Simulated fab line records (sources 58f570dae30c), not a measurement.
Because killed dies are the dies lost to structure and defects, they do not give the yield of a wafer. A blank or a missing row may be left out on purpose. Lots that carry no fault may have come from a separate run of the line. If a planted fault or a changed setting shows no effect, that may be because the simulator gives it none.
Matching of chambers | flow berkeleyCmos170 | 3 sister chambers for UCB170_V2_CVD_00 on pecvd-01
The step deposits SiO2 from TEOS/O2, target thk 2000 nm, time 250 s. 14 wafers are shown with their chamber, then 7 later ones without.

## WAFERS WITH THEIR CHAMBER
wafer  | chamber | heaterPowerW (W) | rfFwdPowerW (W)
L187.1 | 2       | 315              | 550.9
L187.3 | 0       | 278              | 551.6
L187.5 | 2       | 258              | 550.8
L193.3 | 2       | 340              | 549.0
L193.4 | 0       | 197              | 547.3
L193.5 | 1       | 180              | 549.3
L196.2 | 1       | 238              | 548.1
L196.3 | 2       | 281              | 546.8
L196.5 | 1       | 180              | 547.3
L200.1 | 2       | 353              | 553.2
L200.2 | 0       | 217              | 547.5
L200.5 | 0       | 276              | 547.9
L201.2 | 2       | 325              | 548.4
L201.5 | 2       | 257              | 549.4

SIGNATURES, as means of the wafers listed above
reading      | chamber 0 | chamber 1 | chamber 2 | scatter within a chamber
heaterPowerW | 242.00    | 199.33    | 304.14    | 38.7
rfFwdPowerW  | 548.575   | 548.233   | 549.786   | 1.91
Rule: a wafer lies at a distance from a chamber equal to the root of the sum of squares, over the readings, of (its reading less the chamber's mean, divided by the reading's scatter). The wafer belongs to the nearest chamber; if the next one is less than 2 further off, it can't be placed. How the scatter is found: for the shown wafers, subtract from each reading the mean of its chamber, square and add these, divide the total by (wafers less chambers), then take the root.

## WAFERS WHOSE CHAMBER IS MISSING
wafer  | heaterPowerW (W) | rfFwdPowerW (W)
L201.6 | 270              | 549.4
L203.2 | 223              | 551.4
L203.3 | 202              | 546.2
L203.4 | 178              | 548.9
L204.1 | 222              | 545.6
L204.4 | 204              | 548.7
L204.5 | 270              | 548.0

## CHAMBER TAKEN BY EACH
wafer  | from the rows above          | in truth
L201.6 | can't be placed: 0 or 2 or 1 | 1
L203.2 | can't be placed: 0 or 1 or 2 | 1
L203.3 | can't be placed: 1 or 0      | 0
L203.4 | can't be placed: 1 or 0      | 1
L204.1 | can't be placed: 1 or 0 or 2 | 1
L204.4 | can't be placed: 1 or 0      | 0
L204.5 | can't be placed: 0 or 2 or 1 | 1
Correct placement for 0 of the 7. Can't be placed from these rows: 7 (the true chamber is among the candidates in 7). 0 placed wrongly.
